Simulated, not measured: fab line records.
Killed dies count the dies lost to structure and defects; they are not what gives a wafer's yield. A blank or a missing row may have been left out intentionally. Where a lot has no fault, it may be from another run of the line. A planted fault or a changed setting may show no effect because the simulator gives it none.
fab line records	flow berkeleyCmos170
[record] lots = 14	wafers = 42	lastDay = 13
route steps=331 shown ZERO@13 PWELL@40 FIELD@91
lots untouched by any fault: they come from a run of this same line in which no faults occurred
startH: hours from the record's first day to the start of the lot's first wafer shown	waitH: time in hours since the lot's previous step	" as in the row above	L1.1+2: one row covering several wafers at once	- value missing, or start not given	* or withheld: withheld	< > ~ a bound
route shown NAME@n: names a module that has steps shown in the file, with the first one's number in the route	usual: mean and standard deviation over wafers with no fault	same: alike in all rows	chamber/n: place in a boat	sites: per-site readings	_std_site: how widely they spread, as a standard deviation	_edge_site: inner sites' mean taken away from outer sites' mean	radiusMm: how far each site lies from the wafer's centre	mask NAME#n: copy n	behind: tool/chamber where the wafer was last shaped	hold: cause of the lot's hold/its duration in hours/its outcome	device: which transistor (n, p or np) failed to switch	end of line: at the end of the route, the tests of the same wafers	step lacking rows: just its recipe	killed: the dies lost at the first sort to structure and to defects; this is not the yield of the wafer	map: shows each die of a wafer: x if killed, . if not, _ if none is there
set.NAME: the setting that was run; set.NAME@STEP: the one run at that earlier step	model.NAME: the simulator's own value behind a step, which no gauge read
steps of the route over a sample of lots; a table a step, a row a wafer
services: when a tool's chamber went out of use (startH, in hours from the record's first day, below 0 if earlier), for how many hours, and the reason
[[steps]]
[step UCB170_ZERO_STRIP_07]
[recipe] chemistry = O2	powerW = 400	pressureMtorr = 3500	platenTempC = withheld	o2FlowSccm = 400	overashFraction = 0.5
[usual] chamberPressureMTorr = 3500/3.2	drypumpMotorCurrentA = 5.6/0.52	oesProductAu = 0.727/0.0046	stripTimeToEndpointS = 21.50/0.051
lot.wafer	tool	chamber	startH	waitH	chamberPressureMTorr	drypumpMotorCurrentA	oesProductAu	rfHoursCounterH	stripTimeToEndpointS
L901.1	plasmaAsher-03	0	19.96	0.0	3498	5.2	0.727	28	21.52
L901.3	"	1	"	"	3503	6.5	0.732	-	21.56
L901.4	"	0	"	"	3502	5.2	0.726	-	21.51
L903.2	plasmaAsher-01	1	36.31	0.0	3501	5.3	0.725	29	21.58
L903.3	"	0	"	"	3501	5.0	0.724	-	21.53
L903.5	"	1	"	"	3504	5.3	0.717	-	21.60
L902.1	plasmaAsher-04	0	36.58	0.0	3497	6.2	0.725	27	21.46
L902.3	"	1	"	"	3499	5.3	0.723	-	21.52
L902.4	"	0	"	"	3502	6.2	0.719	-	21.54
L906.1	plasmaAsher-04	1	49.81	0.0	3503	5.3	0.724	28	21.46
L906.4	"	0	"	"	3499	6.2	0.727	-	21.52
L906.5	"	0	"	"	3505	6.2	0.727	-	21.43
L907.1	plasmaAsher-01	1	63.55	0.0	3498	5.3	0.726	31	21.48
L907.4	"	1	"	"	3500	5.3	0.732	-	21.49
L907.6	"	0	"	"	3499	5.0	0.727	-	21.46
L909.1	plasmaAsher-04	0	72.03	0.0	3498	6.2	0.729	30	21.42
L909.3	"	0	"	"	3495	6.2	0.727	-	21.40
L909.4	"	1	"	"	3498	5.3	0.724	-	21.49
L910.1	plasmaAsher-03	0	72.26	0.0	3503	5.2	0.724	33	21.53
L910.4	"	1	"	"	3507	6.4	0.724	-	21.48
L910.5	"	1	"	"	3497	6.5	0.726	-	21.50
L911.4	plasmaAsher-01	0	72.34	0.0	3497	5.0	0.718	-	21.60
L911.5	"	1	"	"	3501	5.3	0.733	-	21.51
L911.6	"	0	"	"	3498	5.0	0.723	-	21.50
L914.1	plasmaAsher-03	1	98.24	0.0	3500	6.5	0.727	35	21.50
L914.2	"	0	"	"	3501	5.2	0.722	35	21.48
L914.4	"	1	"	"	3505	6.4	0.733	-	21.50
L917.2	plasmaAsher-01	0	105.94	0.0	3503	5.0	0.724	35	21.42
L917.3	"	0	"	"	3499	5.0	0.723	-	21.46
L917.4	"	1	"	"	3503	5.3	0.733	-	21.42
L919.1	plasmaAsher-01	1	115.23	0.0	3503	5.3	0.736	36	21.56
L919.4	"	0	"	"	3498	5.0	0.735	-	21.53
L919.6	"	0	"	"	3497	5.0	0.721	-	21.61
L920.2	plasmaAsher-01	0	115.48	0.0	3497	5.0	0.728	36	21.40
L920.4	"	1	"	"	3498	5.3	0.725	-	21.48
L920.5	"	0	"	"	3500	5.0	0.727	-	21.41
L922.1	plasmaAsher-04	1	127.88	0.0	3508	5.3	0.726	1	21.56
L922.2	"	0	"	"	3502	6.2	0.731	1	21.49
L922.5	"	1	"	"	3497	5.4	0.736	-	21.51
L923.4	plasmaAsher-01	1	135.27	0.0	3500	5.3	0.722	-	21.51
L923.5	"	0	"	"	3502	5.0	0.725	-	21.46
L923.6	"	1	"	"	3501	5.3	0.731	-	21.51
[step UCB170_PWELL_THK_MEAS_06]
[recipe] reads = Si3N4_of_PWELL_CVD_05
[usual] PWELL_NITRIDE_THK = 219.2/1.7
lot.wafer	tool	chamber	startH	waitH	PWELL_NITRIDE_THK[nm]
L901.1	filmMetro-01	-	71.16	0.0	222.3
L901.3	"	-	"	"	222.4
L901.4	"	-	"	"	220.6
L902.1	filmMetro-02	-	86.34	0.0	219.0
L902.3	"	-	"	"	216.6
L902.4	"	-	"	"	217.2
L903.2	filmMetro-04	-	86.35	0.0	220.1
L903.3	"	-	"	"	221.0
L903.5	"	-	"	"	220.9
L906.1	filmMetro-02	-	100.54	0.0	217.6
L906.4	"	-	"	"	216.9
L906.5	"	-	"	"	217.6
L909.1	filmMetro-02	-	110.92	0.0	217.9
L909.3	"	-	"	"	219.8
L909.4	"	-	"	"	217.0
L911.4	filmMetro-04	-	110.95	0.0	218.1
L911.5	"	-	"	"	216.8
L911.6	"	-	"	"	218.5
L907.1	filmMetro-01	-	110.98	0.1	220.3
L907.4	"	-	"	"	219.2
L907.6	"	-	"	"	220.4
L910.1	filmMetro-02	-	110.98	0.1	216.3
L910.4	"	-	"	"	219.2
L910.5	"	-	"	"	219.1
L914.1	filmMetro-04	-	137.44	0.0	221.2
L914.2	"	-	"	"	220.2
L914.4	"	-	"	"	220.8
L917.2	filmMetro-02	-	137.51	0.1	220.3
L917.3	"	-	"	"	217.7
L917.4	"	-	"	"	219.6
L919.1	filmMetro-01	-	151.49	0.0	217.3
L919.4	"	-	"	"	218.6
L919.6	"	-	"	"	216.3
L920.2	filmMetro-02	-	151.50	0.0	219.4
L920.4	"	-	"	"	218.6
L920.5	"	-	"	"	219.7
L922.1	filmMetro-02	-	163.60	0.0	217.7
L922.2	"	-	"	"	218.5
L922.5	"	-	"	"	219.8
L923.4	filmMetro-01	-	169.66	0.0	222.1
L923.5	"	-	"	"	222.0
L923.6	"	-	"	"	222.6
[step UCB170_PWELL_IMPLANT_15]
[recipe] species = B	doseCm2 = 5e+12	energyKev = 60	tiltDeg = 7
[usual] doseIonsCm2 = 4.999e+12/4.6e+09	faradayCurrentUA = 15.9/0.33
lot.wafer	tool	chamber	startH	waitH	doseIonsCm2	faradayCurrentUA
L901.1	implanter-02	0	72.53	0.1	4.999e+12	15.9
L901.3	"	0	"	"	4.993e+12	15.1
L901.4	"	0	"	"	4.997e+12	15.7
L903.2	implanter-01	0	87.74	0.1	4.999e+12	16.3
L903.3	"	0	"	"	4.998e+12	16.0
L903.5	"	0	"	"	5.003e+12	15.4
L902.1	implanter-02	0	87.99	0.1	5e+12	15.8
L902.3	"	0	"	"	5.001e+12	15.4
L902.4	"	0	"	"	5.01e+12	16.3
L906.1	implanter-01	0	101.58	0.1	5.004e+12	15.4
L906.4	"	0	"	"	4.996e+12	15.9
L906.5	"	0	"	"	4.998e+12	15.8
L909.1	implanter-04	0	112.45	0.1	4.999e+12	15.9
L909.3	"	0	"	"	4.997e+12	16.3
L909.4	"	0	"	"	4.995e+12	16.1
L911.4	implanter-01	0	112.80	0.1	4.998e+12	15.5
L911.5	"	0	"	"	4.996e+12	15.4
L911.6	"	0	"	"	4.994e+12	15.6
L907.1	implanter-02	0	113.00	0.1	5.001e+12	16.7
L907.4	"	0	"	"	4.999e+12	15.8
L907.6	"	0	"	"	5.001e+12	16.5
L910.1	implanter-04	0	113.35	0.1	5.005e+12	15.8
L910.4	"	0	"	"	5.001e+12	15.5
L910.5	"	0	"	"	5e+12	15.8
L914.1	implanter-02	0	139.64	0.1	4.997e+12	16.0
L914.2	"	0	"	"	4.994e+12	15.9
L914.4	"	0	"	"	5e+12	15.7
L917.2	implanter-02	0	140.76	0.1	7.066e+12	22.4
L917.3	"	0	"	"	7.071e+12	22.8
L917.4	"	0	"	"	7.069e+12	22.2
L919.1	implanter-02	0	153.58	0.1	7.07e+12	23.2
L919.4	"	0	"	"	7.068e+12	22.7
L919.6	"	0	"	"	7.061e+12	22.7
L920.2	implanter-01	0	153.88	0.1	4.99e+12	16.1
L920.4	"	0	"	"	4.992e+12	16.0
L920.5	"	0	"	"	5.003e+12	15.5
L922.1	implanter-04	0	165.85	0.1	4.999e+12	15.6
L922.2	"	0	"	"	4.996e+12	15.9
L922.5	"	0	"	"	4.997e+12	16.2
L923.4	implanter-04	0	172.09	0.1	4.996e+12	15.6
L923.5	"	0	"	"	5.009e+12	15.9
L923.6	"	0	"	"	5.004e+12	16.1
[step UCB170_PWELL_TW_MEAS_17]
[usual] PWELL_TW = 379/4.5
lot.wafer	tool	chamber	startH	waitH	hold	PWELL_TW
L901.1	filmMetro-01	-	72.78	0.1	-	381
L901.3	"	-	"	"	-	382
L901.4	"	-	"	"	-	383
L903.2	filmMetro-01	-	87.98	0.1	-	382
L903.3	"	-	"	"	-	382
L903.5	"	-	"	"	-	381
L902.1	filmMetro-04	-	88.24	0.1	-	382
L902.3	"	-	"	"	-	381
L902.4	"	-	"	"	-	382
L906.1	filmMetro-01	-	101.83	0.1	-	379
L906.4	"	-	"	"	-	378
L906.5	"	-	"	"	-	379
L909.1	filmMetro-02	-	112.70	0.1	-	369
L909.3	"	-	"	"	-	369
L909.4	"	-	"	"	-	372
L911.4	filmMetro-01	-	113.01	0.1	-	382
L911.5	"	-	"	"	-	380
L911.6	"	-	"	"	-	380
L907.1	filmMetro-02	-	113.25	0.1	-	371
L907.4	"	-	"	"	-	372
L907.6	"	-	"	"	-	373
L910.1	filmMetro-02	-	113.60	0.1	-	369
L910.4	"	-	"	"	-	371
L910.5	"	-	"	"	-	370
L914.1	filmMetro-02	-	139.89	0.1	-	375
L914.2	"	-	"	"	-	376
L914.4	"	-	"	"	-	376
L917.2	filmMetro-01	-	140.99	0.1	awaitDispo/0.2h/release	423
L917.3	"	-	"	"	awaitDispo/0.2h/release	423
L917.4	"	-	"	"	awaitDispo/0.2h/release	424
L917.2	filmMetro-01	-	141.22	0.2	-	424
L917.3	"	-	"	"	-	422
L917.4	"	-	"	"	-	423
L919.1	filmMetro-04	-	153.83	0.1	awaitDispo/0.2h/release	428
L919.4	"	-	"	"	awaitDispo/0.2h/release	426
L919.6	"	-	"	"	awaitDispo/0.2h/release	428
L919.1	filmMetro-04	-	154.05	0.2	-	428
L919.4	"	-	"	"	-	427
L919.6	"	-	"	"	-	427
L920.2	filmMetro-01	-	154.11	0.1	-	382
L920.4	"	-	"	"	-	383
L920.5	"	-	"	"	-	381
L922.1	filmMetro-02	-	166.10	0.1	-	374
L922.2	"	-	"	"	-	374
L922.5	"	-	"	"	-	374
L923.4	filmMetro-01	-	172.29	0.1	-	381
L923.5	"	-	"	"	-	381
L923.6	"	-	"	"	-	379
[step UCB170_FIELD_THK_MEAS_02]
[recipe] reads = SiO2_of_FIELD_OXIDATION_01
[usual] FIELD_OXIDE_THK = 553/10
lot.wafer	tool	chamber	startH	waitH	FIELD_OXIDE_THK[nm]
L901.1	filmMetro-04	-	120.84	0.0	529
L901.3	"	-	"	"	527
L901.4	"	-	"	"	520
L902.1	filmMetro-02	-	132.02	0.0	563
L902.3	"	-	"	"	554
L902.4	"	-	"	"	565
L903.2	filmMetro-04	-	132.03	0.0	535
L903.3	"	-	"	"	538
L903.5	"	-	"	"	543
L906.1	filmMetro-02	-	150.14	0.0	540
L906.4	"	-	"	"	545
L906.5	"	-	"	"	548
L910.1	filmMetro-02	-	159.14	0.0	568
L910.4	"	-	"	"	569
L910.5	"	-	"	"	567
L909.1	filmMetro-02	-	159.20	0.1	556
L909.3	"	-	"	"	556
L909.4	"	-	"	"	564
L907.1	filmMetro-02	-	159.26	0.1	551
L907.4	"	-	"	"	565
L907.6	"	-	"	"	560
L911.4	filmMetro-02	-	159.35	0.2	552
L911.5	"	-	"	"	544
L911.6	"	-	"	"	556
L917.2	filmMetro-01	-	182.83	0.1	535
L917.3	"	-	"	"	539
L917.4	"	-	"	"	552
L914.1	filmMetro-01	-	182.88	0.1	549
L914.2	"	-	"	"	545
L914.4	"	-	"	"	549
L920.2	filmMetro-02	-	199.52	0.0	557
L920.4	"	-	"	"	549
L920.5	"	-	"	"	548
L919.1	filmMetro-02	-	199.57	0.1	549
L919.4	"	-	"	"	550
L919.6	"	-	"	"	559
L922.1	filmMetro-02	-	212.81	0.0	565
L922.2	"	-	"	"	556
L922.5	"	-	"	"	557
L923.4	filmMetro-02	-	220.03	0.0	563
L923.5	"	-	"	"	557
L923.6	"	-	"	"	569
[[services]]
tool	chamber	startH	hours	kind
plasmaAsher-04	-	31.77	2.8	pm
plasmaAsher-03	-	51.06	4.9	repair
implanter-01	-	62.93	3.1	pm
implanter-02	-	64.54	5.3	pm
implanter-01	-	68.27	2.0	repair
plasmaAsher-03	-	88.39	2.6	repair
plasmaAsher-01	-	90.26	1.7	repair
plasmaAsher-04	-	108.75	9.0	pm
plasmaAsher-04	0	108.75	9.0	ventCycle
plasmaAsher-04	1	108.75	9.0	ventCycle
plasmaAsher-01	-	110.64	2.8	pm
plasmaAsher-04	0	117.75	-	clean
plasmaAsher-04	1	117.75	-	clean
implanter-02	-	141.11	10.6	repair
[[key]]
[firstSign] step = UCB170_PWELL_IMPLANT_15	reading = doseIonsCm2	direction = up	sigmas = 99+	usual = 4.999e+12	struck = 7.068e+12
[effect] step = UCB170_PWELL_IMPLANT_15	reading = faradayCurrentUA	direction = up	sigmas = 20	usual = 15.9	struck = 22.7
[effect] step = UCB170_PWELL_TW_MEAS_17	reading = visit	direction = added
[effect] step = UCB170_PWELL_TW_MEAS_17	reading = PWELL_TW	direction = up	sigmas = 10	usual = 379	struck = 425
metAt UCB170_PWELL_IMPLANT_15
struckLots L917,L919
testerLeftOut L917,L919
notActingAt UCB170_ZERO_STRIP_07,UCB170_PWELL_THK_MEAS_06,UCB170_FIELD_THK_MEAS_02
onsetBetween 139.64 140.76
[fault] kind = processParameterDrift	tool = implanter-02	chamber = -	onsetH = 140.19	steps = UCB170_PWELL_IMPLANT_15	channel = doseCm2	offset = 2.0697e+12	shape = step	endH = 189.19	actsIn = theseRecipesOnly	stated = 5e+12
// testerLeftOut: of these lots the tester's yield and bins aren't shown, on N5 and GAA mostly nor the transistor test; their killed dies are dies lost to structure and defects alone, not to doping, threshold or leakage, so they don't give the yield
